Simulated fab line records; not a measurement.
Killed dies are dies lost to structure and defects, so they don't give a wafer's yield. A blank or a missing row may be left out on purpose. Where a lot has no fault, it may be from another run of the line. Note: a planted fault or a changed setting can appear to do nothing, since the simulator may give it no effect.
Shared-tool check	flow berkeley-cmos170	15 lots and 45 wafers in the sample

== REASON FOR OPENING ==
UCB170_SDANNEAL_RS_MEAS_05, reading NLDD_RS: flagged on 3 of 15 lots. Fault-free wafers read 616.3 ohm/sq, with a standard deviation of 1.4.
Rule: a lot is flagged when every wafer of it that has a number lies more than 4 standard deviations from that mean, or none has a number. As for the other lots, they are considered sound.

lot	measured	on	NLDD_RS (ohm/sq), wafer by wafer	flag
L692	day 6 11:31	film-metro-01	615.8 615.6 614.7	
L693	day 7 04:12	film-metro-01	617.8 618.9 616.4	
L698	day 8 03:19	film-metro-02	616.7 616.7 618.4	
L697	day 8 03:43	film-metro-01	614.7 614.7 614.2	
L700	day 8 21:59	film-metro-01	620.6 618.6 620.9	
L702	day 8 22:38	film-metro-03	616.9 616.2 617.6	
L701	day 8 22:45	film-metro-02	617.5 617.0 616.4	
L705	day 9 15:52	film-metro-02	614.9 614.3 616.5	
L703	day 9 16:12	film-metro-03	615.9 616.8 614.6	
L704	day 9 16:31	film-metro-02	613.7 614.5 612.6	
L707	day 10 16:20	film-metro-02	617.4 617.4 616.6	
L711	day 11 06:11	film-metro-02	646.8 647.5 646.6	FLAGGED
L712	day 11 10:15	film-metro-03	618.1 616.5 616.8	
L714	day 11 10:41	film-metro-01	648.3 647.5 648.0	FLAGGED
L713	day 11 11:22	film-metro-01	646.8 646.0 649.2	FLAGGED
On average the flagged lots' numbers are 647.4 ohm/sq, which is +31.1 ohm/sq against the usual, or +22 standard deviations.

== LOT BY LOT: THE TOOL USED ==
The record keeps 1 process step preceding the reading, out of 331 steps on the route. Each cell gives the tool, then ch followed by the chambers the sampled wafers passed through, then the start.
lot	flag	UCB170_NLDD_IMPLANT_08
L692		implanter-03 ch 0, day 5 22:53
L693		implanter-03 ch 0, day 6 16:50
L698		implanter-03 ch 0, day 7 15:19
L697		implanter-02 ch 0, day 7 15:25
L700		implanter-03 ch 0, day 8 06:08
L702		implanter-02 ch 0, day 8 11:58
L701		implanter-03 ch 0, day 8 11:43
L705		implanter-01 ch 0, day 9 03:04
L703		implanter-01 ch 0, day 9 03:59
L704		implanter-03 ch 0, day 9 03:46
L707		implanter-03 ch 0, day 10 06:44
L711	FLAGGED	implanter-02 ch 0, day 10 17:51
L712		implanter-03 ch 0, day 11 02:22
L714	FLAGGED	implanter-02 ch 0, day 11 01:29
L713	FLAGGED	implanter-02 ch 0, day 11 02:27
What is done by these steps:
- UCB170_NLDD_IMPLANT_08
- UCB170_SDANNEAL_RS_MEAS_05: measures by four-point-probe.

== FLAGGED AGAINST TOTAL, ONE TOOL AT A TIME (gauges that did the reading follow at the end) ==
step	tool	lots run	flagged	share of the flagged lots	sound lots run after its first flagged lot
UCB170_NLDD_IMPLANT_08	implanter-01	2	0	none	-
UCB170_NLDD_IMPLANT_08	implanter-02	5	3	all	0
UCB170_NLDD_IMPLANT_08	implanter-03	8	0	none	-
UCB170_SDANNEAL_RS_MEAS_05	film-metro-01	6	2	some	0
UCB170_SDANNEAL_RS_MEAS_05	film-metro-02	6	1	some	0
UCB170_SDANNEAL_RS_MEAS_05	film-metro-03	3	0	none	-

== WHAT THE TABLE ALLOWS ==
In the table, 1 row covers all flagged lots: implanter-02 at UCB170_NLDD_IMPLANT_08.
- implanter-02 at UCB170_NLDD_IMPLANT_08 ran 5 lots, 3 of them flagged. It ran its last sound lot, L702, at day 8 11:58 and its first flagged lot, L711, at day 10 17:51: a fault with its onset between the two fits.
What remains is a single tool, implanter-02 at UCB170_NLDD_IMPLANT_08.

== WHAT WAS PUT IN BY THE SIMULATOR ==
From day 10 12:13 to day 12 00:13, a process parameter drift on implanter-02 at UCB170_NLDD_IMPLANT_08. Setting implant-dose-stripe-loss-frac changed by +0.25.
Shown lots that were struck: L711, L714, L713. The same result came from the rule above.
